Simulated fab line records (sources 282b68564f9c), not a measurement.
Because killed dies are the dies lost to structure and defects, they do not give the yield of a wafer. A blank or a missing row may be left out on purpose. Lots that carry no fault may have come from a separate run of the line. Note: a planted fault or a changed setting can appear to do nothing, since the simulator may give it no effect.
8D (eight disciplines) problem report, filled in by code | flow rit-cmos | the parts of the form that need people (team, actions taken, sign-off) are left out

== 1. THE PROBLEM ==
Mean NWELL_TW at RIT_NWELL_TW_MEAS_10: 2386 over 6 wafers in 2 lots; fault-free wafers: 2160, standard deviation 19. Measured from the usual mean, that is +12 standard deviations.
The first sign was on wafer L600.2 at day 5 21:18, on film-metro-01. At this step, 42 wafers from 14 lots have a number in the record. The rule behind "out" and "out of limits": a value lying over 4 standard deviations away from the usual mean. Any other wafer with a number is counted as sound.

== 2. WHAT THIS IS AND IS NOT ==
question                    | is                     | is not
which readings at this step | NWELL_TW               | -
which lots                  | L600, L603             | L585, L586, L587, L588, L589, L590, L591, L593, L594, L595, L599, L605
which wafers of those lots  | all that have a number | -
read on which gauges        | film-metro-01          | film-metro-02, film-metro-04
when                        | from day 5 21:18       | up to then (33 sound wafers); but 3 sound wafers of L605 came after

== 3. WHAT RULES OUT EACH SUSPECT ==
Counting: a tool at any process step up to the reading remains a suspect when it ran all the lots that are out and ran no sound lot after the first of those.
- ruled out: the gauge at RIT_NWELL_TW_MEAS_10. All the wafers that are out were read on film-metro-01, but those of them that RIT_NWELL_IMPLANT_08 has rows for are out there too, on other tools.
- implanter-03 at RIT_NWELL_IMPLANT_08: kept. Every lot that is out went through it, starting with L600 (day 5 20:59), and after that it ran no sound lot; the last sound lot it ran before then is L595 (day 4 15:00). On those wafers its own readings are out: dose-ions-cm2, faraday-current-uA.
The count leaves implanter-03 at RIT_NWELL_IMPLANT_08.

== 4. THE CAUSE (what the simulator had put in) ==
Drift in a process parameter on implanter-03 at RIT_NWELL_IMPLANT_08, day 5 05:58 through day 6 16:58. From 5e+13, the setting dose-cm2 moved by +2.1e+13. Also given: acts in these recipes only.
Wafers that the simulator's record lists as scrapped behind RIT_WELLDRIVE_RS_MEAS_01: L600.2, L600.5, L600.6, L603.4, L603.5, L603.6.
This tool alone remained once counting was done.

== 5. THE EFFECT CHAIN, in route order ==
One row per reading whose mean, taken over the struck wafers that have a number, lies over 3 standard deviations from the usual. Readings are gone through only where the record gives a usual standard deviation; hours: the median, over the lots, of the time from a lot's start at the first step in this table giving one to that lot's start at this step; sigmas: the change measured in usual standard deviations.
hours | step                     | reading            | usual        | on struck wafers | change | sigmas
0     | RIT_NWELL_IMPLANT_08     | dose-ions-cm2      | 5e+13        | 7e+13            | +2e+13 | +99 or more
0     | RIT_NWELL_IMPLANT_08     | faraday-current-uA | 159          | 228              | +69    | +21
0     | RIT_NWELL_TW_MEAS_10     | NWELL_TW           | 2160         | 2386             | +226   | +12
11    | RIT_WELLDRIVE_RS_MEAS_01 | NWELL_RS           | 275.5 ohm/sq | 223.1            | -52.4  | -62
The process steps in it:
- RIT_NWELL_IMPLANT_08

== 6. WHAT WOULD HAVE CAUGHT IT SOONER ==
Counted from the fault's start at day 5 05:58, it took 15 hours until the first out-of-limits reading at a measuring or inspecting step in this record, taken at day 5 21:18.
Tool's own readings at RIT_NWELL_IMPLANT_08, dose-ions-cm2, faraday-current-uA: out on all struck wafers the step has rows for; an alarm limit on them would have tripped on the first.
Lots out: 2; of these, L603 started RIT_NWELL_IMPLANT_08 on implanter-03 after day 5 21:18. A tool hold placed at that time would have kept it from harm.
